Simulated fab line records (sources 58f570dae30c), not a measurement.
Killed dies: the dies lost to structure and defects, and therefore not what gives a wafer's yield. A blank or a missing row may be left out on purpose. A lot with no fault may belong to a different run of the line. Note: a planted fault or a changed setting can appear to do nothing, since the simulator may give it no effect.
fab line records -- flow berkeley-cmos170 -- part 1 of 2: steps 1 to 30 of 43
record: lots: 5, wafers: 15, last-day: 11
route steps=331 shown NSD@188 BACKSIDE@199 SDANNEAL@204 PSD@206 PLDD@208 NLDD@209 SILICIDE@210 CONTACT@216
lots that met no fault: taken from a fault-free run of the same line
start-h: start of the lot's first displayed wafer, in hours after the record's first day -- wait-h: how many hours have passed since the lot's step before this one -- " same as the row above -- L1.1+2: several wafers, shown together as one row -- - value missing, or start not given -- * or withheld: withheld -- < > ~ a bound
route shown NAME@n: NAME is a module with steps in the file, n the number in the route of the first one -- usual: mean and standard deviation over wafers with no fault -- same: alike in all rows -- chamber/n: place in a boat -- sites: each site's reading -- _std_site: the standard deviation of these -- _edge_site: mean of outer sites minus mean of inner sites -- radius-mm: for every site, how far away it sits from the centre of the wafer -- mask NAME#n: copy n -- behind: tool/chamber where the wafer was last shaped -- hold: the reason the lot was held/the length of the hold in hours/how it ended -- device: transistor that didn't switch, given as n, p or np -- end of line: the tests these same wafers got at the end of their route -- a step given without rows: its recipe and nothing more -- killed: the dies lost at the first sort to structure and to defects; this is not the yield of the wafer -- map: the dies of a wafer, with x for killed, . for not killed, _ for no die there
set.NAME: the setting that was run; set.NAME@STEP: the one run at that earlier step -- model.NAME: the simulator's own value behind a step, which no gauge read
lots seen at some steps along the route; tables by step, rows by wafer
services: from which hour (start-h, from the record's first day; less than 0 if before it) a tool's chamber was out of use, for how many hours, and why
== steps ==
step: UCB170_NSD_COAT_01
recipe: resist: KrF, spin-rpm: 1500, resist-thk-nm: 900
lot.wafer,tool,chamber,start-h,wait-h
L076.3+4+5,litho-track-02,0,137.86,0.1
L079.2+3+6,litho-track-04,0,156.02,0.1
L078.2+4+5,litho-track-02,0,156.33,0.1
L091.2+4+5,litho-track-04,0,218.35,0.1
L096.1+2+4,litho-track-04,0,239.37,0.1
step: UCB170_NSD_SOFTBAKE_02
recipe: resist: KrF, temp-c: 130, time-s: 60
lot.wafer,tool,chamber,start-h,wait-h
L076.3+4+5,litho-track-02,0,138.01,0.1
L079.2+3+6,litho-track-04,0,156.17,0.1
L078.2+4+5,litho-track-02,0,156.48,0.1
L091.2+4+5,litho-track-04,0,218.50,0.1
L096.1+2+4,litho-track-04,0,239.52,0.1
step: UCB170_NSD_EXPOSE_03
recipe: mask-id: NSELECT_MOD, na: 0.5, sigma-outer: 0.6, source-shape: conventional, target-cd-nm: 1200, dose-mj: 30
usual: focus-offset-nm: 0.0/0.48, reticle-temp-C: 23.01/0.099
lot.wafer,tool,chamber,start-h,wait-h,mask,focus-offset-nm,reticle-temp-C
L076.3,krf-scanner-01,0,138.52,0.5,NSELECT_MOD#0,-0.5,23.03
L076.4,krf-scanner-01,0,138.52,0.5,NSELECT_MOD#0,-0.2,23.13
L076.5,krf-scanner-01,0,138.52,0.5,NSELECT_MOD#0,-0.2,22.98
L079.2,krf-scanner-01,0,156.32,0.1,NSELECT_MOD#0,0.5,22.89
L079.3,krf-scanner-01,0,156.32,0.1,NSELECT_MOD#0,0.2,22.94
L079.6,krf-scanner-01,0,156.32,0.1,NSELECT_MOD#0,-0.3,22.81
L078.2,krf-scanner-02,0,156.75,0.2,NSELECT_MOD#0,0.1,23.09
L078.4,krf-scanner-02,0,156.75,0.2,NSELECT_MOD#0,0.1,22.96
L078.5,krf-scanner-02,0,156.75,0.2,NSELECT_MOD#0,0.2,22.94
L091.2,krf-scanner-02,0,218.64,0.1,NSELECT_MOD#0,-0.4,23.10
L091.4,krf-scanner-02,0,218.64,0.1,NSELECT_MOD#0,-1.1,23.06
L091.5,krf-scanner-02,0,218.64,0.1,NSELECT_MOD#0,-0.7,23.07
L096.1,krf-scanner-01,0,239.79,0.2,NSELECT_MOD#0,-0.4,23.01
L096.2,krf-scanner-01,0,239.79,0.2,NSELECT_MOD#0,0.0,22.94
L096.4,krf-scanner-01,0,239.79,0.2,NSELECT_MOD#0,0.2,23.12
step: UCB170_NSD_PEB_04
recipe: peb-temp-c: 130, peb-time-s: withheld, resist: KrF
lot.wafer,tool,chamber,start-h,wait-h
L076.3+4+5,litho-track-03,0,138.89,0.4
L079.2+3+6,litho-track-04,0,156.44,0.1
L078.2+4+5,litho-track-03,0,156.87,0.1
L091.2+4+5,litho-track-04,0,218.76,0.1
L096.1+2+4,litho-track-02,0,239.91,0.1
step: UCB170_NSD_DEVELOP_05
recipe: developer: TMAH, develop-time-s: 45, resist: KrF, dev-temp-c: 21
lot.wafer,tool,chamber,start-h,wait-h
L076.3+4+5,litho-track-03,0,-,-
L079.2+3+6,litho-track-04,0,-,-
L078.2+4+5,litho-track-03,0,-,-
L091.2+4+5,litho-track-04,0,-,-
L096.1+2+4,litho-track-02,0,-,-
step: UCB170_NSD_CD_MEAS_06
recipe: target-cd-nm: 1200
usual: cd-nm: 1199.5/1.3
lot.wafer,tool,chamber,start-h,wait-h,cd-nm
L076.3,cd-sem-01,-,139.15,-,1201.0
L076.4,cd-sem-01,-,139.15,-,1199.3
L076.5,cd-sem-01,-,139.15,-,1200.4
L079.2,cd-sem-01,-,156.71,-,1200.8
L079.3,cd-sem-01,-,156.71,-,1200.9
L079.6,cd-sem-01,-,156.71,-,1198.7
L078.2,cd-sem-01,-,157.14,-,1199.5
L078.4,cd-sem-01,-,157.14,-,1202.1
L078.5,cd-sem-01,-,157.14,-,1199.6
L091.2,cd-sem-01,-,219.06,-,1200.7
L091.4,cd-sem-01,-,219.06,-,1201.3
L091.5,cd-sem-01,-,219.06,-,1200.2
L096.1,cd-sem-01,-,240.18,-,1199.3
L096.2,cd-sem-01,-,240.18,-,1198.5
L096.4,cd-sem-01,-,240.18,-,1200.2
step: UCB170_NSD_OVL_MEAS_07
usual: NSD_OVL: 4/5.3
lot.wafer,tool,chamber,start-h,wait-h,NSD_OVL[nm]
L076.3,overlay-01,-,139.24,0.1,8
L076.4,overlay-01,-,139.24,0.1,5
L076.5,overlay-01,-,139.24,0.1,10
L079.2,overlay-02,-,156.81,0.1,-7
L079.3,overlay-02,-,156.81,0.1,-1
L079.6,overlay-02,-,156.81,0.1,-4
L078.2,overlay-01,-,157.25,0.1,10
L078.4,overlay-01,-,157.25,0.1,1
L078.5,overlay-01,-,157.25,0.1,3
L091.2,overlay-01,-,219.17,0.1,5
L091.4,overlay-01,-,219.17,0.1,10
L091.5,overlay-01,-,219.17,0.1,9
L096.1,overlay-01,-,240.30,0.1,8
L096.2,overlay-01,-,240.30,0.1,0
L096.4,overlay-01,-,240.30,0.1,0
step: UCB170_NSD_IMPLANT_08
recipe: species: P, dose-cm2: 3e+15, energy-kev: 40, tilt-deg: 7
lot.wafer,tool,chamber,start-h,wait-h
L076.3+4+5,implanter-04,0,139.32,0.1
L079.2+3+6,implanter-03,0,156.87,0.0
L078.2+4+5,implanter-02,0,157.30,0.0
L091.2+4+5,implanter-03,0,219.22,0.0
L096.1+2+4,implanter-02,0,240.34,0.0
step: UCB170_NSD_STRIP_09
recipe: chemistry: O2, power-w: 400, pressure-mtorr: 3500, platen-temp-c: withheld, o2-flow-sccm: 400, overash-fraction: 0.5
usual: drypump-motor-current-A: 5.77/0.17, oes-product-au: 0.534/0.0046, strip-time-to-endpoint-s: 35.84/0.082
lot.wafer,tool,chamber,start-h,wait-h,drypump-motor-current-A,oes-product-au,rf-hours-counter-h,strip-time-to-endpoint-s
L076.3,plasma-asher-04,0,139.45,0.1,5.74,0.540,-,35.88
L076.4,plasma-asher-04,1,139.45,0.1,5.92,0.532,-,35.94
L076.5,plasma-asher-04,1,139.45,0.1,5.98,0.533,-,35.94
L079.2,plasma-asher-03,1,156.99,0.1,5.47,0.532,37,35.88
L079.3,plasma-asher-03,0,156.99,0.1,5.86,0.532,-,35.93
L079.6,plasma-asher-03,1,156.99,0.1,5.47,0.540,-,35.87
L078.2,plasma-asher-04,0,157.43,0.1,5.76,0.533,46,35.70
L078.4,plasma-asher-04,1,157.43,0.1,5.93,0.544,-,35.79
L078.5,plasma-asher-04,0,157.43,0.1,5.73,0.534,-,35.73
L091.2,plasma-asher-03,0,219.35,0.1,5.84,0.544,44,35.83
L091.4,plasma-asher-03,1,219.35,0.1,5.45,0.531,-,35.82
L091.5,plasma-asher-03,1,219.35,0.1,5.46,0.536,-,35.88
L096.1,plasma-asher-04,0,240.49,0.1,5.73,0.534,55,35.80
L096.2,plasma-asher-04,1,240.49,0.1,5.97,0.535,55,35.81
L096.4,plasma-asher-04,1,240.49,0.1,5.95,0.535,-,35.86
step: UCB170_NSD_TW_MEAS_10
usual: NSD_TW: 4176/29
lot.wafer,tool,chamber,start-h,wait-h,NSD_TW
L076.3,film-metro-02,-,139.54,0.1,4227
L076.4,film-metro-02,-,139.54,0.1,4215
L076.5,film-metro-02,-,139.54,0.1,4216
L079.2,film-metro-03,-,157.10,0.1,4196
L079.3,film-metro-03,-,157.10,0.1,4200
L079.6,film-metro-03,-,157.10,0.1,4191
L078.2,film-metro-03,-,157.54,0.1,4182
L078.4,film-metro-03,-,157.54,0.1,4166
L078.5,film-metro-03,-,157.54,0.1,4178
L091.2,film-metro-01,-,219.46,0.1,4156
L091.4,film-metro-01,-,219.46,0.1,4173
L091.5,film-metro-01,-,219.46,0.1,4171
L096.1,film-metro-02,-,240.59,0.1,4211
L096.2,film-metro-02,-,240.59,0.1,4171
L096.4,film-metro-02,-,240.59,0.1,4193
step: UCB170_NSD_CLEAN_11
recipe: chemistry: SPM, temp-c: 120, time-s: 600
lot.wafer,tool,chamber,start-h,wait-h
L076.3+4+5,wet-bench-01,2,139.58,0.0
L079.2+3+6,wet-bench-01,1,157.15,0.0
L078.2+4+5,wet-bench-01,2,157.59,0.0
L091.2+4+5,wet-bench-01,3,219.51,0.0
L096.1+2+4,wet-bench-01,2,240.65,0.1
step: UCB170_BACKSIDE_HMDS_00
recipe: prime-time-s: 60, prime-temp-c: 100
same: prime-time-s: 60
lot.wafer,tool,chamber,start-h,wait-h
L076.3+4+5,litho-track-01,0,140.00,0.3
L079.2+3+6,litho-track-01,0,157.35,0.0
L078.2+4+5,litho-track-04,0,157.84,0.1
L091.2+4+5,litho-track-02,0,219.71,0.0
L096.1+2+4,litho-track-02,0,240.94,0.1
step: UCB170_BACKSIDE_COAT_01
recipe: resist: KrF, spin-rpm: 1500, resist-thk-nm: 900
lot.wafer,tool,chamber,start-h,wait-h
L076.3+4+5,litho-track-01,0,140.15,0.1
L079.2+3+6,litho-track-01,0,157.50,0.1
L078.2+4+5,litho-track-04,0,157.99,0.1
L091.2+4+5,litho-track-02,0,219.86,0.1
L096.1+2+4,litho-track-02,0,241.09,0.1
step: UCB170_BACKSIDE_SOFTBAKE_02
recipe: resist: KrF, temp-c: 130, time-s: 60
lot.wafer,tool,chamber,start-h,wait-h
L076.3+4+5,litho-track-01,0,140.30,0.1
L079.2+3+6,litho-track-01,0,157.65,0.1
L078.2+4+5,litho-track-04,0,158.14,0.1
L091.2+4+5,litho-track-02,0,220.01,0.1
L096.1+2+4,litho-track-02,0,241.24,0.1
step: UCB170_BACKSIDE_STRIP_03
recipe: chemistry: O2, power-w: 400, pressure-mtorr: 3500, platen-temp-c: withheld, o2-flow-sccm: 400, overash-fraction: 0.5
usual: drypump-motor-current-A: 5.75/0.16, oes-product-au: 0.735/0.0044, strip-time-to-endpoint-s: 21.98/0.063
lot.wafer,tool,chamber,start-h,wait-h,drypump-motor-current-A,oes-product-au,rf-hours-counter-h,strip-time-to-endpoint-s
L076.3,plasma-asher-01,0,140.44,0.1,5.91,0.737,-,22.05
L076.4,plasma-asher-01,1,140.44,0.1,5.86,0.733,-,22.06
L076.5,plasma-asher-01,0,140.44,0.1,5.89,0.730,-,22.01
L079.2,plasma-asher-03,0,157.78,0.1,5.85,0.724,37,21.95
L079.3,plasma-asher-03,0,157.78,0.1,5.85,0.742,-,21.92
L079.6,plasma-asher-03,1,157.78,0.1,5.48,0.730,-,21.94
L078.2,plasma-asher-01,1,158.27,0.1,5.87,0.741,46,22.06
L078.4,plasma-asher-01,0,158.27,0.1,5.89,0.720,-,21.97
L078.5,plasma-asher-01,1,158.27,0.1,5.87,0.743,-,21.99
L091.2,plasma-asher-03,1,220.13,0.1,5.48,0.733,44,22.04
L091.4,plasma-asher-03,0,220.13,0.1,5.82,0.737,-,22.01
L091.5,plasma-asher-03,0,220.13,0.1,5.82,0.734,-,21.97
L096.1,plasma-asher-01,0,241.39,0.1,5.88,0.732,55,22.09
L096.2,plasma-asher-01,1,241.39,0.1,5.83,0.735,55,22.02
L096.4,plasma-asher-01,1,241.39,0.1,5.82,0.734,-,22.04
step: UCB170_BACKSIDE_CLEAN_04
recipe: chemistry: SPM, temp-c: 120, time-s: 600
lot.wafer,tool,chamber,start-h,wait-h
L076.3+4+5,wet-bench-01,2,140.50,0.0
L079.2+3+6,wet-bench-03,1,157.88,0.1
L078.2+4+5,wet-bench-01,2,158.37,0.1
L091.2+4+5,wet-bench-01,2,220.28,0.1
L096.1+2+4,wet-bench-01,1,241.57,0.1
step: UCB170_SDANNEAL_RTA_00
recipe: temp-c: 900, time-s: 10, ambient: N2
usual: lamp-power-pct: 23.5/1.1, wafer_temp_C_max: 904.2/0.99
lot.wafer,tool,chamber,start-h,wait-h,lamp-power-pct,wafer_temp_C_max
L076.3,rtp-anneal-02,0,140.70,0.0,24.7,903.6
L076.4,rtp-anneal-02,0,140.70,0.0,24.8,903.4
L076.5,rtp-anneal-02,0,140.70,0.0,24.7,903.5
L079.2,rtp-anneal-02,0,158.07,0.0,24.8,903.7
L079.3,rtp-anneal-02,0,158.07,0.0,24.8,904.2
L079.6,rtp-anneal-02,0,158.07,0.0,24.8,904.1
L078.2,rtp-anneal-01,0,158.55,0.0,22.6,904.4
L078.4,rtp-anneal-01,0,158.55,0.0,22.6,904.5
L078.5,rtp-anneal-01,0,158.55,0.0,22.6,903.8
L091.2,rtp-anneal-02,0,220.47,0.0,24.8,904.3
L091.4,rtp-anneal-02,0,220.47,0.0,24.8,905.7
L091.5,rtp-anneal-02,0,220.47,0.0,24.7,905.5
L096.1,rtp-anneal-01,0,241.76,0.0,22.6,903.6
L096.2,rtp-anneal-01,0,241.76,0.0,22.6,905.1
L096.4,rtp-anneal-01,0,241.76,0.0,22.6,903.9
step: UCB170_SDANNEAL_RTA_01
recipe: temp-c: 1050, time-s: 5, ambient: N2
usual: lamp-power-pct: 36.3/1.7, wafer_temp_C_max: 1055.1/1.2
lot.wafer,tool,chamber,start-h,wait-h,lamp-power-pct,wafer_temp_C_max
L076.3,rtp-anneal-02,0,140.77,0.1,38.2,1054.6
L076.4,rtp-anneal-02,0,140.77,0.1,38.2,1054.1
L076.5,rtp-anneal-02,0,140.77,0.1,38.2,1053.8
L079.2,rtp-anneal-02,0,158.13,0.1,38.3,1054.0
L079.3,rtp-anneal-02,0,158.13,0.1,38.2,1053.8
L079.6,rtp-anneal-02,0,158.13,0.1,38.2,1054.4
L078.2,rtp-anneal-01,0,158.62,0.1,34.9,1055.5
L078.4,rtp-anneal-01,0,158.62,0.1,34.9,1056.2
L078.5,rtp-anneal-01,0,158.62,0.1,34.8,1056.0
L091.2,rtp-anneal-02,0,220.53,0.1,38.2,1057.2
L091.4,rtp-anneal-02,0,220.53,0.1,38.3,1053.3
L091.5,rtp-anneal-02,0,220.53,0.1,38.2,1054.1
L096.1,rtp-anneal-01,0,241.82,0.1,34.8,1055.5
L096.2,rtp-anneal-01,0,241.82,0.1,34.8,1054.2
L096.4,rtp-anneal-01,0,241.82,0.1,34.9,1055.1
step: UCB170_SDANNEAL_RS_MEAS_02
recipe: thk-meas-gauge: four-point-probe
usual: PSD_RS: 75.5/0.31
lot.wafer,tool,chamber,start-h,wait-h,PSD_RS[ohm/sq]
L076.3,film-metro-02,-,140.84,0.1,75.0
L076.4,film-metro-02,-,140.84,0.1,75.5
L076.5,film-metro-02,-,140.84,0.1,75.3
L079.2,film-metro-02,-,158.20,0.1,75.2
L079.3,film-metro-02,-,158.20,0.1,75.2
L079.6,film-metro-02,-,158.20,0.1,75.2
L078.2,film-metro-03,-,158.69,0.1,75.3
L078.4,film-metro-03,-,158.69,0.1,75.1
L078.5,film-metro-03,-,158.69,0.1,75.5
L091.2,film-metro-02,-,220.60,0.1,75.2
L091.4,film-metro-02,-,220.60,0.1,75.0
L091.5,film-metro-02,-,220.60,0.1,75.5
L096.1,film-metro-03,-,241.91,0.1,76.1
L096.2,film-metro-03,-,241.91,0.1,76.3
L096.4,film-metro-03,-,241.91,0.1,75.7
step: UCB170_SDANNEAL_RS_MEAS_03
recipe: thk-meas-gauge: four-point-probe
usual: NSD_RS: 37.25/0.092
lot.wafer,tool,chamber,start-h,wait-h,NSD_RS[ohm/sq]
L076.3,film-metro-02,-,140.96,0.1,37.31
L076.4,film-metro-02,-,140.96,0.1,37.33
L076.5,film-metro-02,-,140.96,0.1,37.36
L079.2,film-metro-02,-,158.32,0.1,37.07
L079.3,film-metro-02,-,158.32,0.1,37.03
L079.6,film-metro-02,-,158.32,0.1,37.09
L078.2,film-metro-03,-,158.81,0.1,37.49
L078.4,film-metro-03,-,158.81,0.1,37.36
L078.5,film-metro-03,-,158.81,0.1,37.37
L091.2,film-metro-02,-,220.72,0.1,37.10
L091.4,film-metro-02,-,220.72,0.1,37.05
L091.5,film-metro-02,-,220.72,0.1,37.03
L096.1,film-metro-03,-,242.03,0.1,37.27
L096.2,film-metro-03,-,242.03,0.1,37.23
L096.4,film-metro-03,-,242.03,0.1,37.20
step: UCB170_SDANNEAL_RS_MEAS_04
recipe: thk-meas-gauge: four-point-probe
usual: PLDD_RS: 1030.5/2.6
lot.wafer,tool,chamber,start-h,wait-h,PLDD_RS[ohm/sq]
L076.3,film-metro-02,-,141.08,0.1,1028.3
L076.4,film-metro-02,-,141.08,0.1,1035.4
L076.5,film-metro-02,-,141.08,0.1,1035.3
L079.2,film-metro-02,-,158.44,0.1,1030.4
L079.3,film-metro-02,-,158.44,0.1,1029.7
L079.6,film-metro-02,-,158.44,0.1,1029.6
L078.2,film-metro-03,-,158.93,0.1,1028.2
L078.4,film-metro-03,-,158.93,0.1,1025.3
L078.5,film-metro-03,-,158.93,0.1,1027.7
L091.2,film-metro-02,-,220.84,0.1,1029.9
L091.4,film-metro-02,-,220.84,0.1,1026.2
L091.5,film-metro-02,-,220.84,0.1,1029.9
L096.1,film-metro-03,-,242.15,0.1,1031.0
L096.2,film-metro-03,-,242.15,0.1,1032.7
L096.4,film-metro-03,-,242.15,0.1,1033.5
step: UCB170_SDANNEAL_RS_MEAS_05
recipe: thk-meas-gauge: four-point-probe
usual: NLDD_RS: 615.7/1.6
lot.wafer,tool,chamber,start-h,wait-h,NLDD_RS[ohm/sq]
L076.3,film-metro-02,-,141.20,0.1,616.3
L076.4,film-metro-02,-,141.20,0.1,615.3
L076.5,film-metro-02,-,141.20,0.1,614.6
L079.2,film-metro-02,-,158.56,0.1,615.3
L079.3,film-metro-02,-,158.56,0.1,616.1
L079.6,film-metro-02,-,158.56,0.1,614.4
L078.2,film-metro-03,-,159.05,0.1,614.4
L078.4,film-metro-03,-,159.05,0.1,614.3
L078.5,film-metro-03,-,159.05,0.1,614.7
L091.2,film-metro-02,-,220.96,0.1,612.8
L091.4,film-metro-02,-,220.96,0.1,613.9
L091.5,film-metro-02,-,220.96,0.1,612.9
L096.1,film-metro-03,-,242.27,0.1,613.9
L096.2,film-metro-03,-,242.27,0.1,615.6
L096.4,film-metro-03,-,242.27,0.1,612.9
step: UCB170_SILICIDE_PRE_CLEAN_00
recipe: gas: Ar, preclean-etch-time-s: 60
lot.wafer,tool,chamber,start-h,wait-h
L076.3+4+5,pvd-sputter-03,-,141.28,0.1
L079.2+3+6,pvd-sputter-02,-,158.66,0.1
L078.2+4+5,pvd-sputter-04,-,159.15,0.1
L091.2+4+5,pvd-sputter-03,-,221.06,0.1
L096.1+2+4,pvd-sputter-02,-,242.39,0.1
step: UCB170_SILICIDE_SPUTTER_01
recipe: material: Ti, target-thk-nm: 30, time-s: 25, power-w: 1500, chamber-pressure-pa: 0.5
usual: throttle-valve-pct: 29.9/0.89
lot.wafer,tool,chamber,start-h,wait-h,throttle-valve-pct
L076.3,pvd-sputter-03,-,141.35,0.0,29.9
L076.4,pvd-sputter-03,-,141.35,0.0,28.3
L076.5,pvd-sputter-03,-,141.35,0.0,31.3
L079.2,pvd-sputter-02,-,158.73,0.0,29.2
L079.3,pvd-sputter-02,-,158.73,0.0,30.7
L079.6,pvd-sputter-02,-,158.73,0.0,31.1
L078.2,pvd-sputter-04,-,159.21,0.0,30.4
L078.4,pvd-sputter-04,-,159.21,0.0,29.7
L078.5,pvd-sputter-04,-,159.21,0.0,30.3
L091.2,pvd-sputter-03,-,221.13,0.0,30.1
L091.4,pvd-sputter-03,-,221.13,0.0,31.3
L091.5,pvd-sputter-03,-,221.13,0.0,29.9
L096.1,pvd-sputter-02,-,242.45,0.0,30.9
L096.2,pvd-sputter-02,-,242.45,0.0,31.1
L096.4,pvd-sputter-02,-,242.45,0.0,29.8
step: UCB170_SILICIDE_RS_MEAS_02
recipe: thk-meas-gauge: four-point-probe, reads: Ti_of_SILICIDE_SPUTTER_01
usual: SILICIDE_TI_RS: 26.3/0.38
lot.wafer,tool,chamber,start-h,wait-h,SILICIDE_TI_RS[ohm/sq]
L076.3,film-metro-04,-,141.46,0.1,26.5
L076.4,film-metro-04,-,141.46,0.1,26.6
L076.5,film-metro-04,-,141.46,0.1,26.6
L079.2,film-metro-04,-,158.78,0.0,26.6
L079.3,film-metro-04,-,158.78,0.0,26.1
L079.6,film-metro-04,-,158.78,0.0,26.8
L078.2,film-metro-04,-,159.26,0.0,27.1
L078.4,film-metro-04,-,159.26,0.0,26.3
L078.5,film-metro-04,-,159.26,0.0,26.8
L091.2,film-metro-03,-,221.18,0.0,25.8
L091.4,film-metro-03,-,221.18,0.0,26.2
L091.5,film-metro-03,-,221.18,0.0,25.9
L096.1,film-metro-04,-,242.48,0.0,25.3
L096.2,film-metro-04,-,242.48,0.0,26.1
L096.4,film-metro-04,-,242.48,0.0,25.9
step: UCB170_SILICIDE_THK_MEAS_03
recipe: thk-meas-gauge: xrf, reads: Ti_of_SILICIDE_SPUTTER_01
usual: SILICIDE_TI_THK: 30.0/0.39
lot.wafer,tool,chamber,start-h,wait-h,SILICIDE_TI_THK[nm]
L076.3,film-metro-04,-,141.56,0.1,29.7
L076.4,film-metro-04,-,141.56,0.1,29.6
L076.5,film-metro-04,-,141.56,0.1,29.5
L079.2,film-metro-04,-,158.89,0.1,29.4
L079.3,film-metro-04,-,158.89,0.1,30.1
L079.6,film-metro-04,-,158.89,0.1,29.5
L078.2,film-metro-04,-,159.37,0.1,29.1
L078.4,film-metro-04,-,159.37,0.1,29.8
L078.5,film-metro-04,-,159.37,0.1,29.4
L091.2,film-metro-03,-,221.29,0.1,30.5
L091.4,film-metro-03,-,221.29,0.1,30.0
L091.5,film-metro-03,-,221.29,0.1,30.3
L096.1,film-metro-04,-,242.60,0.1,30.9
L096.2,film-metro-04,-,242.60,0.1,29.9
L096.4,film-metro-04,-,242.60,0.1,30.0
step: UCB170_SILICIDE_RTA_04
recipe: temp-c: 650, time-s: 15, ambient: N2
usual: lamp-power-pct: 10.3/0.45, wafer_temp_C_max: 652.8/0.62
lot.wafer,tool,chamber,start-h,wait-h,lamp-power-pct,wafer_temp_C_max
L076.3,rtp-anneal-02,0,141.62,0.1,10.6,653.3
L076.4,rtp-anneal-02,0,141.62,0.1,10.6,652.9
L076.5,rtp-anneal-02,0,141.62,0.1,10.6,652.9
L079.2,rtp-anneal-02,0,158.95,0.1,10.6,652.4
L079.3,rtp-anneal-02,0,158.95,0.1,10.6,652.6
L079.6,rtp-anneal-02,0,158.95,0.1,10.6,652.7
L078.2,rtp-anneal-01,0,159.43,0.1,9.7,653.0
L078.4,rtp-anneal-01,0,159.43,0.1,9.7,653.8
L078.5,rtp-anneal-01,0,159.43,0.1,9.7,653.7
L091.2,rtp-anneal-02,0,221.35,0.1,10.6,652.5
L091.4,rtp-anneal-02,0,221.35,0.1,10.6,652.9
L091.5,rtp-anneal-02,0,221.35,0.1,10.6,652.2
L096.1,rtp-anneal-02,0,242.66,0.1,10.6,652.9
L096.2,rtp-anneal-02,0,242.66,0.1,10.6,653.1
L096.4,rtp-anneal-02,0,242.66,0.1,10.6,652.3
step: UCB170_SILICIDE_WET_ETCH_05
recipe: chemistry: SPM, time-s: 45, temp-c: 120, target: Ti
lot.wafer,tool,chamber,start-h,wait-h
L076.3+4+5,wet-bench-01,3,141.67,0.0
L079.2+3+6,wet-bench-01,3,159.01,0.1
L078.2+4+5,wet-bench-01,0,159.50,0.1
L091.2+4+5,wet-bench-02,3,221.42,0.1
L096.1+2+4,wet-bench-04,2,242.74,0.1
step: UCB170_CONTACT_CLEAN_00
recipe: chemistry: SPM, temp-c: 120, time-s: 600
lot.wafer,tool,chamber,start-h,wait-h
L076.3+4+5,wet-bench-01,1,141.69,0.0
L079.2+3+6,wet-bench-04,2,159.03,0.0
L078.2+4+5,wet-bench-01,2,159.52,0.0
L091.2+4+5,wet-bench-01,3,221.44,0.0
L096.1+2+4,wet-bench-01,1,242.76,0.0
step: UCB170_CONTACT_CVD_01
recipe: material: PSG, target-thk-nm: 700, temp-c: 450, precursor: SiH4/O2/PH3, time-s: 2820, pressure-mtorr: 300, sih4-flow-sccm: 60, o2-flow-sccm: 90, ph3-flow-sccm: 25
usual: spike-tc-source-C: 466.8/1.9
lot.wafer,tool,chamber,start-h,wait-h,spike-tc-source-C
L076.3,lpcvd-01,1,142.25,0.4,468.2
L076.4,lpcvd-01,1,142.25,0.4,468.0
L076.5,lpcvd-01,1,142.25,0.4,469.7
L079.2,lpcvd-01,0,159.21,0.0,466.5
L079.3,lpcvd-01,0,159.21,0.0,465.5
L079.6,lpcvd-01,0,159.21,0.0,465.1
L078.2,lpcvd-02,1,159.69,0.0,469.0
L078.4,lpcvd-02,1,159.69,0.0,469.0
L078.5,lpcvd-02,1,159.69,0.0,465.9
L091.2,lpcvd-01,1,221.96,0.3,469.3
L091.4,lpcvd-01,1,221.96,0.3,470.1
L091.5,lpcvd-01,1,221.96,0.3,467.8
L096.1,lpcvd-01,1,242.95,0.0,468.7
L096.2,lpcvd-01,1,242.95,0.0,468.8
L096.4,lpcvd-01,1,242.95,0.0,470.0
